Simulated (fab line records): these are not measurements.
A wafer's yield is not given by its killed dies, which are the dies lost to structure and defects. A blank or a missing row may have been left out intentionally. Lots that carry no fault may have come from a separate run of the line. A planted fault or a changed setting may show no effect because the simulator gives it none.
Split-lot study | flow berkeley-cmos170 | 23 wafers read across 5 lots, on a route 331 steps long

== THE SPLIT ==
At UCB170_NWELL_COAT_07 (resist thk 900 nm), the setting resist-thk-nm was moved away from the recipe's 900 nm on 8 of the 23 wafers read, by -2.4% to +4.1%. All remaining wafers had this setting at the recipe value.

No step appears in the file between the split and the reading.

== THE READING ==
KrF_of_NWELL_COAT_07.thk-nm (the simulator's own value, which no gauge read), in nm, at UCB170_NWELL_ETCH_13 (etches Si3N4 in CH3F/Ar/O2, stops on SiO2, target depth 246.4 nm, time 154 s). The file does not state a usual value for it. Average 721.4 nm, standard deviation 3.9 nm, over the 15 wafers here run with the recipe.

wafer  | tool, chamber at the split | resist-thk-nm as run, nm | against the recipe | KrF_of_NWELL_COAT_07.thk-nm, nm | against lot-mates on the recipe
L074.2 | litho-track-04, 0          | 900                      | recipe             | 724.2                           | -
L074.3 | litho-track-04, 0          | 900                      | recipe             | 721.2                           | -
L074.4 | litho-track-04, 0          | 900                      | recipe             | 720.5                           | -
L074.5 | litho-track-04, 0          | 900                      | recipe             | 718.6                           | -
L074.6 | litho-track-04, 0          | 900                      | recipe             | 723.5                           | -
L076.1 | litho-track-03, 0          | 900                      | recipe             | 719.9                           | -
L076.2 | litho-track-03, 0          | 937.1                    | +4.1%              | 761.3                           | +36.6
L076.3 | litho-track-03, 0          | 900                      | recipe             | 728                             | -
L076.4 | litho-track-03, 0          | 900                      | recipe             | 726.1                           | -
L076.5 | litho-track-03, 0          | 937.1                    | +4.1%              | 760.5                           | +35.8
L075.1 | litho-track-04, 0          | 924.7                    | +2.7%              | 744.9                           | +25.8
L075.2 | litho-track-04, 0          | 924.7                    | +2.7%              | 747                             | +27.9
L075.4 | litho-track-04, 0          | 900                      | recipe             | 720.6                           | -
L075.5 | litho-track-04, 0          | 924.7                    | +2.7%              | 743.8                           | +24.7
L075.6 | litho-track-04, 0          | 900                      | recipe             | 717.6                           | -
L077.1 | litho-track-01, 0          | 900                      | recipe             | 723.3                           | -
L077.3 | litho-track-01, 0          | 900                      | recipe             | 725.3                           | -
L077.4 | litho-track-01, 0          | 878.6                    | -2.4%              | 699.9                           | -24.4
L077.5 | litho-track-01, 0          | 878.6                    | -2.4%              | 703.3                           | -21.0
L077.6 | litho-track-01, 0          | 878.6                    | -2.4%              | 700                             | -24.3
L080.1 | litho-track-04, 0          | 900                      | recipe             | 711.4                           | -
L080.2 | litho-track-04, 0          | 900                      | recipe             | 720.1                           | -
L080.6 | litho-track-04, 0          | 900                      | recipe             | 720.4                           | -

THE FIT
A straight line over all 23 wafers: KrF_of_NWELL_COAT_07.thk-nm changes by +9.04 nm for each +1% of resist-thk-nm; r = +0.98; the points scatter about the line by 3.5 nm.
The same after taking each lot's own level away (the mean of its wafers on the recipe; 23 wafers): +9.27 nm for each +1%; r = +0.99; scatter 2.6 nm.
According to that fit, moving resist-thk-nm by its largest amount changes the reading by 38 nm.
From 717.30 to 724.67 nm: that is the span of the lots' own levels, equal to 1.9 times the standard deviation above.
So the lot-to-lot level changes the slope little: the two slopes agree.
Check: for one of the wafers moved furthest among these (+4.1%), held out of the fit, the line's prediction against its lot-mates is +38.4 nm. Against them it came out at +36.6 nm.

== OTHER SPLITS ON THESE WAFERS ==
These wafers also went through other splits before the reading. Each is held against what the fit with the lots' levels taken away leaves over:
other split on the same wafers   | wafers away from the commonest value | r with KrF_of_NWELL_COAT_07.thk-nm (lot level and that fit taken away)
UCB170_START_OXIDATION_02 temp-c | 10                                   | +0.18

== THE WHOLE CHAIN: every reading that the file lists as answering this split, in the file's order ==
step                  | what it does                                                                 | reading                                                                      | change (the file's fit)              | r (the file's)
UCB170_NWELL_COAT_07  | resist thk 900 nm                                                            | KrF_of_NWELL_COAT_07.thk-nm (the simulator's own value, which no gauge read) | +9.27 nm for each +1% of the setting | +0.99
UCB170_NWELL_ETCH_13  | etches Si3N4 in CH3F/Ar/O2, stops on SiO2, target depth 246.4 nm, time 154 s | KrF_of_NWELL_COAT_07.thk-nm (the simulator's own value, which no gauge read) | +9.15 nm for each +1% of the setting | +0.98
UCB170_NWELL_STRIP_15 | strips in O2                                                                 | strip-time-to-endpoint-s                                                     | withheld for each +1% of the setting | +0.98

== THE FILE'S OWN FIT ==
KrF_of_NWELL_COAT_07.thk-nm changes by +9.15 nm for each +1% of resist-thk-nm, r = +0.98.
